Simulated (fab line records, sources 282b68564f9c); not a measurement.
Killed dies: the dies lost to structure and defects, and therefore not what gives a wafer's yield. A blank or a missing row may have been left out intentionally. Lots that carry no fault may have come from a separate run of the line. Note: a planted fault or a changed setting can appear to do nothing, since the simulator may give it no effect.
fab line records + flow rit_cmos
[record]
- lots = 14
- wafers = 42
- last_day = 7
route steps=202 shown PWELL@47
lots that met no fault: from a run of the same line without faults
start_h: hours from the record's opening day to when the first of the lot's shown wafers began + wait_h: how many hours have passed since the lot's step before this one + " same as the row above + L1.1+2: a row that stands for several wafers + - no value, or no start given + * or withheld: withheld + < > ~ a bound
route shown NAME@n: a module of which the file shows steps, and the number in the route of the first + usual: average and standard deviation across the fault-free wafers + same: alike in all rows + chamber/n: place in a boat + sites: each site's reading + _std_site: their standard deviation + _edge_site: the outer-site mean with the inner-site mean subtracted + radius_mm: for every site, how far away it sits from the centre of the wafer + mask NAME#n: copy n + behind: tool/chamber where the wafer was last shaped + hold: reason for holding the lot/hours on hold/outcome of the hold + device: names the non-switching transistor (n, p or np) + end of line: the same wafers' tests at the end of the route + a step without rows: its recipe alone + killed: dies lost to structure and defects at the first sort, not the wafer's yield + map: per-die view of a wafer (x killed, . not killed, _ where there is no die)
set.NAME: setting as actually run; set.NAME@STEP: the setting as run at that earlier step + model.NAME: the simulator's own value behind a step, which no gauge read
the route's steps for a sample of lots (tables are steps, rows are wafers)
services: the hour from which a tool's chamber was out of use, counted from the record's first day as start_h (under 0 if before that day), plus the number of hours and why
[[steps]]
[step RIT_PWELL_IMPLANT_08]
[recipe]
- species = B
- energy_kev = 170
- dose_cm2 = 7e+13
- tilt_deg = 7
[usual]
- dose_ions_cm2 = 7.002e+13/7.8e+10
- end_station_pressure_torr = 5.2e-06/2.7e-07
- faraday_current_uA = 222/4.4
- tilt_deg = 7.002/0.018
| lot.wafer | tool         | chamber | start_h | wait_h | dose_ions_cm2 | end_station_pressure_torr | faraday_current_uA | tilt_deg |
|-----------|--------------|---------|---------|--------|---------------|---------------------------|--------------------|----------|
| L813.2    | implanter-04 | 0       | 24.10   | 0.2    | 6.992e+13     | 5.65e-06                  | 216                | 6.999    |
| L813.3    | "            | 0       | "       | "      | 7.008e+13     | 5.45e-06                  | 217                | 7.001    |
| L813.6    | "            | 0       | "       | "      | 6.994e+13     | 4.74e-06                  | 225                | 7.003    |
| L814.3    | implanter-03 | 0       | 29.15   | 0.2    | 7.007e+13     | 5.04e-06                  | 220                | 7.031    |
| L814.4    | "            | 0       | "       | "      | 7.007e+13     | 5.06e-06                  | 223                | 7.021    |
| L814.5    | "            | 0       | "       | "      | 7.006e+13     | 5.23e-06                  | 219                | 7.023    |
| L816.2    | implanter-03 | 0       | 42.30   | 0.2    | 6.998e+13     | 5.45e-06                  | 224                | 7.008    |
| L816.3    | "            | 0       | "       | "      | 7.011e+13     | 5e-06                     | 217                | 6.976    |
| L816.4    | "            | 0       | "       | "      | 6.995e+13     | 4.89e-06                  | 223                | 7.014    |
| L818.3    | implanter-01 | 0       | 50.39   | 0.2    | 6.995e+13     | 5.56e-06                  | 225                | 7.001    |
| L818.4    | "            | 0       | "       | "      | 6.995e+13     | 5.15e-06                  | 219                | 6.979    |
| L818.6    | "            | 0       | "       | "      | 7.005e+13     | 4.92e-06                  | 220                | 6.987    |
| L819.1    | implanter-03 | 0       | 57.11   | 0.2    | 6.988e+13     | 5.25e-06                  | 224                | 7.017    |
| L819.2    | "            | 0       | "       | "      | 6.987e+13     | 4.66e-06                  | 221                | 7.041    |
| L819.3    | "            | 0       | "       | "      | 6.998e+13     | 5.2e-06                   | 220                | 6.974    |
| L821.1    | implanter-03 | 0       | 63.92   | 0.2    | 9.94e+13      | 5.77e-06                  | 311                | 7.012    |
| L821.3    | "            | 0       | "       | "      | 9.946e+13     | 5.22e-06                  | 320                | 7.011    |
| L821.5    | "            | 0       | "       | "      | 9.93e+13      | 4.88e-06                  | 318                | 6.984    |
| L822.1    | implanter-03 | 0       | 69.85   | 0.2    | 9.936e+13     | 5.13e-06                  | 311                | 6.983    |
| L822.3    | "            | 0       | "       | "      | 9.936e+13     | 5.49e-06                  | 308                | 6.987    |
| L822.4    | "            | 0       | "       | "      | 9.941e+13     | 5.13e-06                  | 327                | 7.005    |
| L823.3    | implanter-01 | 0       | 72.80   | 0.2    | 7.006e+13     | 5.05e-06                  | 222                | 7.000    |
| L823.5    | "            | 0       | "       | "      | 7.015e+13     | 5.61e-06                  | 217                | 6.995    |
| L823.6    | "            | 0       | "       | "      | 7.012e+13     | 5.18e-06                  | 225                | 7.022    |
| L830.4    | implanter-01 | 0       | 107.51  | 0.2    | 7e+13         | 5.01e-06                  | 226                | 6.977    |
| L830.5    | "            | 0       | "       | "      | 6.999e+13     | 5.09e-06                  | 230                | 6.983    |
| L830.6    | "            | 0       | "       | "      | 7.014e+13     | 5.63e-06                  | 225                | 7.002    |
| L832.4    | implanter-01 | 0       | 117.33  | 0.2    | 7.009e+13     | 5.08e-06                  | 228                | 7.002    |
| L832.5    | "            | 0       | "       | "      | 6.996e+13     | 5.14e-06                  | 219                | 7.016    |
| L832.6    | "            | 0       | "       | "      | 7.003e+13     | 5.24e-06                  | 229                | 7.025    |
| L833.1    | implanter-04 | 0       | 123.09  | 0.2    | 7.008e+13     | 5.06e-06                  | 222                | 6.989    |
| L833.3    | "            | 0       | "       | "      | 7.023e+13     | 4.78e-06                  | 222                | 6.991    |
| L833.6    | "            | 0       | "       | "      | 6.994e+13     | 5.22e-06                  | 224                | 6.995    |
| L834.1    | implanter-01 | 0       | 127.09  | 0.2    | 7.006e+13     | 5.29e-06                  | 224                | 7.041    |
| L834.3    | "            | 0       | "       | "      | 7.014e+13     | 5.08e-06                  | 218                | 7.025    |
| L834.6    | "            | 0       | "       | "      | 7.001e+13     | 5e-06                     | 221                | 7.047    |
| L835.2    | implanter-04 | 0       | 133.35  | 0.2    | 6.992e+13     | 5.73e-06                  | 234                | 7.014    |
| L835.5    | "            | 0       | "       | "      | 7.008e+13     | 5.27e-06                  | 227                | 7.038    |
| L835.6    | "            | 0       | "       | "      | 7.003e+13     | 4.56e-06                  | 231                | 7.009    |
| L836.1    | implanter-01 | 0       | 137.21  | 0.2    | 6.994e+13     | 5.59e-06                  | 220                | 7.014    |
| L836.5    | "            | 0       | "       | "      | 6.999e+13     | 5.28e-06                  | 227                | 7.018    |
| L836.6    | "            | 0       | "       | "      | 7.004e+13     | 5.12e-06                  | 230                | 7.010    |
[step RIT_PWELL_TW_MEAS_10]
[usual]
- PWELL_TW = 960/11
| lot.wafer | tool          | chamber | start_h | wait_h | PWELL_TW |
|-----------|---------------|---------|---------|--------|----------|
| L813.2    | film_metro-03 | -       | 24.41   | 0.1    | 935      |
| L813.3    | "             | -       | "       | "      | 939      |
| L813.6    | "             | -       | "       | "      | 934      |
| L814.3    | film_metro-04 | -       | 29.44   | 0.1    | 956      |
| L814.4    | "             | -       | "       | "      | 956      |
| L814.5    | "             | -       | "       | "      | 958      |
| L816.2    | film_metro-02 | -       | 42.61   | 0.1    | 977      |
| L816.3    | "             | -       | "       | "      | 975      |
| L816.4    | "             | -       | "       | "      | 978      |
| L818.3    | film_metro-03 | -       | 50.68   | 0.1    | 945      |
| L818.4    | "             | -       | "       | "      | 941      |
| L818.6    | "             | -       | "       | "      | 945      |
| L819.1    | film_metro-04 | -       | 57.43   | 0.1    | 964      |
| L819.2    | "             | -       | "       | "      | 953      |
| L819.3    | "             | -       | "       | "      | 960      |
| L821.1    | film_metro-02 | -       | 64.24   | 0.1    | 1078     |
| L821.3    | "             | -       | "       | "      | 1083     |
| L821.5    | "             | -       | "       | "      | 1082     |
| L822.1    | film_metro-03 | -       | 70.17   | 0.1    | 1061     |
| L822.3    | "             | -       | "       | "      | 1056     |
| L822.4    | "             | -       | "       | "      | 1058     |
| L823.3    | film_metro-02 | -       | 73.09   | 0.1    | 974      |
| L823.5    | "             | -       | "       | "      | 977      |
| L823.6    | "             | -       | "       | "      | 973      |
| L830.4    | film_metro-02 | -       | 107.79  | 0.1    | 970      |
| L830.5    | "             | -       | "       | "      | 972      |
| L830.6    | "             | -       | "       | "      | 969      |
| L832.4    | film_metro-02 | -       | 117.61  | 0.1    | 973      |
| L832.5    | "             | -       | "       | "      | 968      |
| L832.6    | "             | -       | "       | "      | 969      |
| L833.1    | film_metro-02 | -       | 123.42  | 0.1    | 974      |
| L833.3    | "             | -       | "       | "      | 972      |
| L833.6    | "             | -       | "       | "      | 967      |
| L834.1    | film_metro-04 | -       | 127.41  | 0.1    | 960      |
| L834.3    | "             | -       | "       | "      | 955      |
| L834.6    | "             | -       | "       | "      | 957      |
| L835.2    | film_metro-04 | -       | 133.66  | 0.1    | 959      |
| L835.5    | "             | -       | "       | "      | 961      |
| L835.6    | "             | -       | "       | "      | 956      |
| L836.1    | film_metro-02 | -       | 137.54  | 0.1    | 970      |
| L836.5    | "             | -       | "       | "      | 965      |
| L836.6    | "             | -       | "       | "      | 969      |
[step RIT_WELLDRIVE_RS_MEAS_02]
[recipe]
- thk_meas_gauge = four-point-probe
[usual]
- PWELL_RS = 428.9/1
| lot.wafer | tool          | chamber | start_h | wait_h | PWELL_RS[ohm/sq] |
|-----------|---------------|---------|---------|--------|------------------|
| L813.2    | film_metro-02 | -       | 30.45   | 0.1    | 429.1            |
| L813.3    | "             | -       | "       | "      | 428.9            |
| L813.6    | "             | -       | "       | "      | 428.6            |
| L814.3    | film_metro-04 | -       | 36.41   | 0.1    | 429.1            |
| L814.4    | "             | -       | "       | "      | 428.5            |
| L814.5    | "             | -       | "       | "      | 427.9            |
| L816.2    | film_metro-02 | -       | 51.70   | 0.1    | 428.0            |
| L816.3    | "             | -       | "       | "      | 428.7            |
| L816.4    | "             | -       | "       | "      | 428.1            |
| L818.3    | film_metro-03 | -       | 56.81   | 0.1    | 429.8            |
| L818.4    | "             | -       | "       | "      | 428.4            |
| L818.6    | "             | -       | "       | "      | 429.8            |
| L819.1    | film_metro-03 | -       | 62.70   | 0.1    | 429.5            |
| L819.2    | "             | -       | "       | "      | 430.7            |
| L819.3    | "             | -       | "       | "      | 429.8            |
| L821.1    | film_metro-04 | -       | 69.53   | 0.1    | 345.4            |
| L821.3    | "             | -       | "       | "      | 345.4            |
| L821.5    | "             | -       | "       | "      | 345.6            |
| L822.1    | film_metro-03 | -       | 75.43   | 0.1    | 345.0            |
| L822.3    | "             | -       | "       | "      | 346.2            |
| L822.4    | "             | -       | "       | "      | 345.4            |
| L823.3    | film_metro-04 | -       | 79.01   | 0.1    | 426.4            |
| L823.5    | "             | -       | "       | "      | 428.1            |
| L823.6    | "             | -       | "       | "      | 425.7            |
| L830.4    | film_metro-02 | -       | 113.82  | 0.1    | 428.6            |
| L830.5    | "             | -       | "       | "      | 427.5            |
| L830.6    | "             | -       | "       | "      | 427.5            |
| L832.4    | film_metro-02 | -       | 123.04  | 0.1    | 429.1            |
| L832.5    | "             | -       | "       | "      | 429.5            |
| L832.6    | "             | -       | "       | "      | 428.6            |
| L833.1    | film_metro-04 | -       | 128.68  | 0.1    | 429.1            |
| L833.3    | "             | -       | "       | "      | 429.2            |
| L833.6    | "             | -       | "       | "      | 428.3            |
| L834.1    | film_metro-04 | -       | 132.68  | 0.1    | 428.2            |
| L834.3    | "             | -       | "       | "      | 427.3            |
| L834.6    | "             | -       | "       | "      | 428.0            |
| L835.2    | film_metro-04 | -       | 138.93  | 0.1    | 430.9            |
| L835.5    | "             | -       | "       | "      | 430.7            |
| L835.6    | "             | -       | "       | "      | 429.7            |
| L836.1    | film_metro-03 | -       | 142.83  | 0.1    | 429.5            |
| L836.5    | "             | -       | "       | "      | 428.9            |
| L836.6    | "             | -       | "       | "      | 428.8            |
[[services]]
| tool         | chamber | start_h | hours | kind   |
|--------------|---------|---------|-------|--------|
| implanter-03 | -       | 13.94   | 2.7   | repair |
| implanter-04 | -       | 20.40   | 2.3   | repair |
| implanter-04 | -       | 59.87   | 5.8   | repair |
| implanter-01 | -       | 84.15   | 3.2   | repair |
| implanter-04 | -       | 100.21  | 4.5   | repair |
[[key]]
[first_sign]
- step = RIT_PWELL_IMPLANT_08
- reading = dose_ions_cm2
- direction = up
- sigmas = 99+
- usual = 7.002e+13
- struck = 9.938e+13
[effect]
- step = RIT_PWELL_IMPLANT_08
- reading = faraday_current_uA
- direction = up
- sigmas = 22
- usual = 222
- struck = 316
[effect]
- step = RIT_PWELL_TW_MEAS_10
- reading = PWELL_TW
- direction = up
- sigmas = 9.6
- usual = 960
- struck = 1070
[effect]
- step = RIT_WELLDRIVE_RS_MEAS_02
- reading = PWELL_RS
- direction = down
- sigmas = 83
- usual = 428.9
- struck = 345.5
met_at RIT_PWELL_IMPLANT_08
struck_lots L821,L822
tester_left_out L821,L822
onset_between 57.11 63.92
[fault]
- kind = process_parameter_drift
- tool = implanter-03
- chamber = -
- onset_h = 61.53
- steps = RIT_PWELL_IMPLANT_08
- channel = dose_cm2
- offset = 2.94e+13
- shape = step
- end_h = 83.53
- acts_in = these_recipes_only
- stated = 7e+13
// tester_left_out: of these lots the tester's yield and bins aren't shown, on N5 and GAA mostly nor the transistor test; their killed dies are dies lost to structure and defects alone, not to doping, threshold or leakage, so they don't give the yield
